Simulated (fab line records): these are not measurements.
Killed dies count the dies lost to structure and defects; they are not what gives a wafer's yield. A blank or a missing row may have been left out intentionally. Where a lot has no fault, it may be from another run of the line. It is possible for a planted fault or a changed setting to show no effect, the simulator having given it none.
A struck lot beside a sound one :: flow berkeleyCmos170 :: 13 steps out of a route of 331
Sound: the wafers L924.1, L924.2, L924.3. The struck wafers were L917.4, L917.5, L917.6. At the end, the cause is stated.
Order at every step that has rows: each side's tool, ch and its chambers, its first start. Under that, the readings that differ: sound wafers :: struck wafers :: difference of the means :: sigmas: that difference in standard deviations of wafers without a fault.
alike: readings whose means differ by less than 2 such deviations, and words and numbers that are the same on both sides. not compared: withheld readings, readings that some wafer has no value for, bounds like >300 that may hide the same value, and numbers for which the record gives no deviation and whose values overlap.
A row with sigmas, a row that says differs or no value, or rows on one side alone: a step with any of these is where the two part. Non-overlapping numbers with no deviation appear without sigmas and do not part them. A reading missing from all wafers of one side parts the sides only when that side holds two or more wafers.

UCB170_START_BOW_MEAS_00:
  sound on filmMetro-03, day 4 03:00; struck on filmMetro-03, day 2 16:04
  alike: INCOMING_BOW
then, 2 steps without rows for these wafers: UCB170_START_CLEAN_01 (cleans in dHF, time 60 s); UCB170_START_OXIDATION_02 (target thk 20 nm, ox time 1800 s).
UCB170_START_THK_MEAS_03:
  sound on filmMetro-03, day 4 10:01; struck on filmMetro-01, day 2 20:16
  alike: START_OXIDE_THK
then, 4 steps without rows for these wafers: UCB170_START_ANNEAL_04 (time 1200 s); UCB170_ZERO_HMDS_00 (prime time 60 s); UCB170_ZERO_COAT_01 (resist thk 900 nm); UCB170_ZERO_SOFTBAKE_02 (time 57.63 s).
UCB170_ZERO_EXPOSE_03: exposes mask PM MARKS, target cd 4000 nm.
  struck on krfScanner-01, day 3 07:36; sound on krfScanner-01 ch 0, day 4 17:08
  no value came back on the struck wafers for exposureDoseMJCm2, focusOffsetNm (nm); on the sound wafers exposureDoseMJCm2 reads 29.995 29.974 30.030
  alike: mask
then, 2 steps without rows for these wafers: UCB170_ZERO_PEB_04; UCB170_ZERO_DEVELOP_05 (develop time 45 s).
UCB170_ZERO_ETCH_06: etches SiO2 in CHF3/CF4/Ar, time 12 s.
  sound on rieDiel-01 ch 1,2,3, day 4 17:49; struck on rieDiel-01 ch 2,3, day 3 08:05
reading: oesProductAu (a.u.)
sound: 0.631 0.622 0.621
struck: 0.388 0.381 0.381
difference: -0.241
sigmas: -26
  alike: CHF3_flow_sccm, chamberPressureMTorr, drypumpMotorCurrentA, throttleValvePct
  not compared: rfHoursCounterH
UCB170_ZERO_STRIP_07: strips in O2.
  sound on plasmaAsher-03 ch 0,1, day 4 17:50; struck on plasmaAsher-02 ch 0,1, day 3 08:09
reading: drypumpMotorCurrentA (A)
sound: 6.6 6.3 6.3
struck: 4.8 4.8 5.4
difference: -1.4
sigmas: -2

reading: oesProductAu (a.u.)
sound: 0.732 0.734 0.736
struck: 0.725 0.720 0.729
difference: -0.009
sigmas: -2
  alike: chamberPressureMTorr, stripTimeToEndpointS
  not compared: rfHoursCounterH

== WHERE THEY PART ==
Earliest at UCB170_ZERO_EXPOSE_03; latest, in this record, at UCB170_ZERO_STRIP_07.

WHY: whatever the simulator had introduced
Skipped step whole: krfScanner-01, from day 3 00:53 on, at UCB170_ZERO_EXPOSE_03. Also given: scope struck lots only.
